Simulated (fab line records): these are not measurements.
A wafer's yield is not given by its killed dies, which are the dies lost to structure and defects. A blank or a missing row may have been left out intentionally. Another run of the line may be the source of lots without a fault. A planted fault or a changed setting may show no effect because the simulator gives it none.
Which of the tools did it?    flow berkeleyCmos170    15 lots with 45 wafers sampled at 2 steps, on a route of 331 steps

## WHAT THE GAUGES SHOWED, per wafer
UCB170_PLDD_OVL_MEAS_07. Usual: for PLDD_OVL the level is 2 nm and the standard deviation is 5.6.
lot   measured      on          PLDD_OVL (nm)  flag
L752  day 7 09:45   overlay-02  3 -4 -8        
L751  day 7 09:58   overlay-02  8 9 -1         
L753  day 7 18:13   overlay-02  4 -2 5         
L754  day 7 18:29   overlay-02  4 1 3          
L755  day 8 13:53   overlay-01  7 -2 8         
L756  day 8 14:31   overlay-01  4 3 6          
L758  day 8 14:45   overlay-02  -4 4 7         
L760  day 9 08:59   overlay-01  -6 -5 1        
L764  day 10 08:01  overlay-02  -2 0 -5        
L770  day 11 18:00  overlay-02  -1 6 -5        
L768  day 11 18:19  overlay-02  269 266 257    OFF
L767  day 11 18:31  overlay-02  261 264 269    OFF
L769  day 11 18:45  overlay-01  255 254 250    OFF
L771  day 11 21:38  overlay-02  -3 0 -5        
L774  day 12 09:20  overlay-02  2 -1 -1        

## WHICH TOOL RAN EACH LOT (tool, then ch and the chambers of the sampled wafers, then the start)
lot   UCB170_PLDD_EXPOSE_03
L752  krfScanner-01 ch 0, day 7 08:27
L751  krfScanner-01 ch 0, day 7 08:58
L753  krfScanner-01 ch 0, day 7 17:39
L754  krfScanner-02 ch 0, day 7 17:59
L755  krfScanner-02 ch 0, day 8 13:10
L756  krfScanner-02 ch 0, day 8 14:00
L758  krfScanner-01 ch 0, day 8 14:14
L760  krfScanner-01 ch 0, day 9 08:16
L764  krfScanner-01 ch 0, day 10 07:29
L770  krfScanner-01 ch 0, day 11 16:26
L768  krfScanner-02 ch 0, day 11 16:40
L767  krfScanner-02 ch 0, day 11 16:53
L769  krfScanner-02 ch 0, day 11 17:00
L771  krfScanner-01 ch 0, day 11 20:05
L774  krfScanner-01 ch 0, day 12 08:50
- UCB170_PLDD_EXPOSE_03: exposes mask PSELECT, target cd 1200 nm.

## WHAT THE TOOLS THEMSELVES READ (means of the sampled wafers that have a number; where no wafer has one, the mark that the record gives instead)
The record holds no such reading with a usual standard deviation.

## THE ANSWER, worked out from the rows above alone
Rule: a lot is off if the mean of its wafers that have a number lies more than 3 standard deviations from the usual mean. A lot without any number at a reading at which 4 lots or more have one is off too. Where the step has rows for the other lots, those lots are counted as sound. After the gauges, taken in route order, come the tools' own readings; for these a lot's mean is taken, as printed above. At the first step where some lot is off, the reading lying furthest off is the one used; lots without a number count as furthest.
Off: L768, L767, L769, at UCB170_PLDD_OVL_MEAS_07 (PLDD_OVL).
If a tool, at a process step before that reading, ran all the lots that are off and no sound lot after the first of them, it fits. Gauges at UCB170_PLDD_OVL_MEAS_07: tried the same way as those tools. One fits: UCB170_PLDD_EXPOSE_03 on krfScanner-02. Its last sound lot is L756 (day 8 14:00), its first lot that is off L768 (day 11 16:40): a fault that began between those two fits.

## WHAT HAD BEEN PUT IN BY THE SIMULATOR
Scanner matching overlay: krfScanner-02, from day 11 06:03 on, at UCB170_PLDD_EXPOSE_03. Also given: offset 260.
Shown lots that were struck: L768, L767, L769. The rule given above showed the same thing.
